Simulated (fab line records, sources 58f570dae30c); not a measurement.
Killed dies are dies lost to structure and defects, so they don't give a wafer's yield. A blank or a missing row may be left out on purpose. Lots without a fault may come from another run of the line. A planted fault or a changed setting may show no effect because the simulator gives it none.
One fault seen from 2 desks | flow berkeley_cmos170 | each desk has only its own numbers; what lay behind them comes last

THE TOOL OWNER'S DESK: litho_track-03
The tool's own readings at UCB170_GATE_COAT_07 (resist thk 900 nm): means of the sampled wafers that have a number, for each lot that ran on this tool. A lot is out of limits, marked OUT, if its mean lies more than 4 standard deviations from the usual mean; the brackets give that distance.
Columns: A = spin_speed_rpm at UCB170_GATE_COAT_07, usual 1500.1 rpm
lot  | first seen here | A
L646 | day 6 22:00     | 1499.4
L653 | day 8 08:00     | 1555.7 (+63) OUT
L655 | day 9 00:00     | 1557.5 (+65) OUT
This desk's finding: out of limits on L653, L655; first on L653, day 8 08:00 (spin_speed_rpm at UCB170_GATE_COAT_07). In limits: L646.

THE METROLOGY DESK
What the gauges read, lot by lot, whatever tool the lot ran on: means of the sampled wafers that have a number. A lot is out of limits, marked OUT, if its mean lies more than 4 standard deviations from the usual mean; the brackets give that distance.
Columns: A = PVT_OVL at UCB170_PVT_OVL_MEAS_06, usual 0 nm; B = PVT_TW at UCB170_PVT_TW_MEAS_09, usual 509; C = FIELD_OXIDE_LEFT_2_THK at UCB170_FIELD_THK_MEAS_91, usual 349 nm; D = GATE_OXIDE_THK at UCB170_GATE_THK_MEAS_02, usual 6.57 nm; E = GATE_POLY_THK at UCB170_GATE_THK_MEAS_05, usual 214.5 nm; F = cd_nm at UCB170_GATE_CD_MEAS_12, usual 349.8 nm; G = GATE_OVL at UCB170_GATE_OVL_MEAS_13, usual -1 nm
lot  | first seen here | A  | B   | C   | D    | E     | F     | G
L642 | day 5 12:41     | -9 | 497 | 354 | 6.70 | 215.8 | 349.4 | -4
L646 | day 6 10:44     | -6 | 506 | 356 | 6.65 | 212.5 | 350.6 | 9
L653 | day 7 22:38     | 4  | 503 | 349 | 6.39 | 215.4 | 348.1 | -4
L655 | day 8 10:25     | 8  | 510 | 336 | 6.61 | 210.2 | 349.3 | -3
L659 | day 9 08:13     | 4  | 512 | 354 | 6.62 | 214.0 | 349.6 | 1
L660 | day 9 16:25     | -2 | 509 | 362 | 6.49 | 218.2 | 351.6 | -2
This desk's finding: nothing out of limits on any of the 6 lots.

PUT TOGETHER
The tool owner's desk could have raised an alarm at day 8 08:00, on L653, L655.
The metrology desk saw nothing out of limits.
The metrology desk has L653, L655 on record, within its limits.
Of the lots named, all ran UCB170_GATE_COAT_07 on litho_track-03.

WHAT THE SIMULATOR HAD PUT IN
Process parameter drift: litho_track-03, from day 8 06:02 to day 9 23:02, at UCB170_GATE_COAT_07. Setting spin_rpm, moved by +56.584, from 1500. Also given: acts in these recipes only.
Lots struck among those shown: L653, L655.
Hours from the fault's start to each desk's first reading out of limits: the tool owner's desk, 2.
